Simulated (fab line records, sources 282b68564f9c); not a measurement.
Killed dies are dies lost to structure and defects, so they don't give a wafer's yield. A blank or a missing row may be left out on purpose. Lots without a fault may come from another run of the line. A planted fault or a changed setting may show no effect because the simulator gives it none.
fab line records | flow rit_cmos
record lots=15 wafers=45 last_day=7
route steps=202 shown REOX@101 M1@202
lots that met no fault: from a run of the same line without faults
start_h: hours from the record's first day to the start of the lot's first wafer shown | wait_h: hours since the lot's step before | " the same as in the row above | L1.1+2: a row that stands for several wafers | - no value, or no start given | * or withheld: withheld | < > ~ a bound
route shown NAME@n: a module of which the file shows steps, and the number in the route of the first | usual: mean/standard deviation of fault-free wafers | same: alike in all rows | chamber/n: place in a boat | sites: the reading at each site | _std_site: their standard deviation | _edge_site: outer sites' mean less inner sites' | radius_mm: how far each site lies from the wafer's centre | mask NAME#n: copy n | behind: the tool/chamber that last shaped the wafer | hold: why the lot was held/for how many hours/how that ended | device: the transistor (n, p or np) that didn't switch | end of line: the same wafers' tests at the end of the route | a step without rows: its recipe alone | killed: dies lost to structure and defects at the first sort, not the wafer's yield | map: a wafer's dies, x killed, . not, _ none there
set.NAME: the setting as run; set.NAME@STEP: as run at that earlier step | model.NAME: the simulator's own value behind a step, which no gauge read
steps of the route over a sample of lots; a table a step, a row a wafer
services: from which hour (start_h, from the record's first day; less than 0 if before it) a tool's chamber was out of use, for how many hours, and why
## steps
# step RIT_REOX_OXIDATION_03
# recipe temp_c=900 ambient=O2 target_thk_a=252 ox_time_s=5580
# columns lot.wafer tool chamber start_h wait_h
L962.2+3+4 furnace-02 0 43.16 1.2
L964.4+5+6 furnace-01 0 54.53 0.0
L965.4+5+6 furnace-01 0 57.98 0.0
L966.2+4+5 furnace-03 0 64.56 0.0
L967.1+3+6 furnace-03 0 69.11 0.0
L968.1+2+4 furnace-02 0 73.34 0.1
L969.1+4+6 furnace-01 0 79.24 0.9
L973.2+3+6 furnace-03 0 98.48 0.3
L973.2+3+6 furnace-03 0 101.20 0.2
L974.1+2+3 furnace-02 0 104.00 0.0
L975.2+3+6 furnace-02 0 108.51 0.0
L976.1+3+4 furnace-01 0 114.74 1.3
L976.1+3+4 furnace-03 0 118.03 0.7
L977.2+5+6 furnace-01 0 120.25 0.0
L977.2+5+6 furnace-01 0 122.96 0.2
L980.3+4+5 furnace-02 0 136.92 0.5
L982.2+4+5 furnace-03 0 143.55 0.0
L984.3+4+6 furnace-01 0 152.63 0.0
# step RIT_REOX_THK_MEAS_04
# recipe reads=SiO2_of_REOX_OXIDATION_03
# usual REOX_OXIDE_THK=25.5/0.56
# columns lot.wafer tool chamber start_h wait_h REOX_OXIDE_THK[nm]
L962.2 film_metro-02 - 45.72 0.0 24.4
L962.3 " - " " 24.8
L962.4 " - " " 24.7
L964.4 film_metro-02 - 57.11 0.0 25.3
L964.5 " - " " 25.1
L964.6 " - " " 24.8
L965.4 film_metro-04 - 60.56 0.0 25.1
L965.5 " - " " 24.5
L965.6 " - " " 24.7
L966.2 film_metro-03 - 67.12 0.0 25.7
L966.4 " - " " 25.8
L966.5 " - " " 25.9
L967.1 film_metro-02 - 71.66 0.0 25.2
L967.3 " - " " 25.5
L967.6 " - " " 25.5
L968.1 film_metro-03 - 75.89 0.0 25.3
L968.2 " - " " 25.1
L968.4 " - " " 25.4
L969.1 film_metro-04 - 81.79 0.0 24.8
L969.4 " - " " 24.7
L969.6 " - " " 24.5
L973.2 film_metro-04 - 103.76 0.0 40.5
L973.3 " - " " 39.5
L973.6 " - " " 40.3
L974.1 film_metro-02 - 106.55 0.0 25.8
L974.2 " - " " 25.8
L974.3 " - " " 25.7
L975.2 film_metro-04 - 111.07 0.0 26.1
L975.3 " - " " 26.0
L975.6 " - " " 26.3
L976.1 film_metro-04 - 120.58 0.0 40.4
L976.3 " - " " 40.4
L976.4 " - " " 40.3
L977.2 film_metro-02 - 125.52 0.0 41.5
L977.5 " - " " 41.6
L977.6 " - " " 41.7
L980.3 film_metro-03 - 139.49 0.0 25.3
L980.4 " - " " 24.8
L980.5 " - " " 25.2
L982.2 film_metro-04 - 146.11 0.0 25.3
L982.4 " - " " 25.6
L982.5 " - " " 25.9
L984.3 film_metro-03 - 155.20 0.0 25.8
L984.4 " - " " 26.0
L984.6 " - " " 25.9
# step RIT_M1_PROBE_99
# usual killed_at_M0_to_M3=0.0/0.14 killed_at_contacts=0.1/0.23 killed_at_front_end=7.3/2.9 killed_dies=7.3/3 killed_open=3.6/1.8 killed_short=3.7/2.1
# same gross_dies=264 killed_at_M4_up=0 killed_at_back_side=0 killed_at_other=0
# columns lot.wafer tool chamber start_h wait_h killed_at_M0_to_M3 killed_at_contacts killed_at_front_end killed_dies killed_open killed_short
L973.2 prober-02 - 123.42 0.1 0 0 8 8 5 3
L973.3 prober-02 - 123.47 0.2 0 0 3 3 1 2
L973.6 prober-02 - 123.62 0.2 0 0 14 14 7 7
L976.1 prober-01 - 143.76 0.1 0 0 7 7 3 4
L976.3 prober-01 - 143.86 0.2 0 0 9 9 5 4
L976.4 prober-01 - 143.91 0.2 0 0 5 5 2 3
L977.2 prober-02 - 144.35 0.1 0 0 7 7 2 5
L977.5 prober-02 - 144.50 0.2 0 0 5 5 1 4
L977.6 prober-02 - 144.55 0.2 0 0 7 7 3 4
# killed by level:class
L973.2 FOX2:geometric_particle:open=2 GATE:geometric_particle:short=2 FOX1:geometric_particle:open=1 GATE:geometric_particle:open=1 REOX:geometric_particle:short=1 REOX:geometric_particle:open=1
L973.3 FOX1:geometric_particle:short=1 GATE:geometric_particle:open=1 SPACER:geometric_particle:short=1
L973.6 GATE:geometric_particle:short=3 REOX:geometric_particle:short=3 REOX:geometric_particle:open=3 GATE:geometric_particle:open=2 SPACER:geometric_particle:open=2 FOX2:geometric_particle:short=1
L976.1 FOX1:geometric_particle:open=2 GATE:geometric_particle:short=2 FOX1:geometric_particle:short=1 FOX2:geometric_particle:short=1 REOX:geometric_particle:open=1
L976.3 GATE:geometric_particle:short=4 GATE:geometric_particle:open=2 REOX:geometric_particle:open=1 SPACER:geometric_particle:open=1 SILICIDE:geometric_particle:open=1
L976.4 GATE:geometric_particle:open=2 FOX1:geometric_particle:short=1 GATE:geometric_particle:short=1 REOX:geometric_particle:short=1
L977.2 GATE:geometric_particle:short=3 SILICIDE:geometric_particle:short=2 FOX1:geometric_particle:open=1 GATE:geometric_particle:open=1
L977.5 SILICIDE:geometric_particle:short=2 FOX1:geometric_particle:short=1 FOX2:geometric_particle:short=1 GATE:geometric_particle:open=1
L977.6 FOX1:geometric_particle:open=1 FOX1:geometric_particle:short=1 GATE:geometric_particle:short=1 GATE:geometric_particle:open=1 REOX:geometric_particle:open=1 SPACER:geometric_particle:short=1 SILICIDE:geometric_particle:short=1
## services
# columns tool chamber start_h hours kind
furnace-02 - 36.90 3.3 pm
furnace-02 - 111.06 5.1 pm
furnace-02 - 117.83 4.0 pm
## key
first_sign step=RIT_REOX_OXIDATION_03 reading=visit direction=added
effect step=RIT_REOX_THK_MEAS_04 reading=REOX_OXIDE_THK direction=up sigmas=27 usual=25.5 struck=40.7
met_at RIT_REOX_OXIDATION_03
struck_lots L973,L976,L977
tester_left_out L973,L976,L977
fault kind=repeated_step_whole tool=furnace-01,furnace-02,furnace-03 chamber=- onset_h=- steps=RIT_REOX_OXIDATION_03 times=1 scope=struck_lots_only
# tester_left_out: of these lots the tester's yield and bins aren't shown, on N5 and GAA mostly nor the transistor test; their killed dies are dies lost to structure and defects alone, not to doping, threshold or leakage, so they don't give the yield
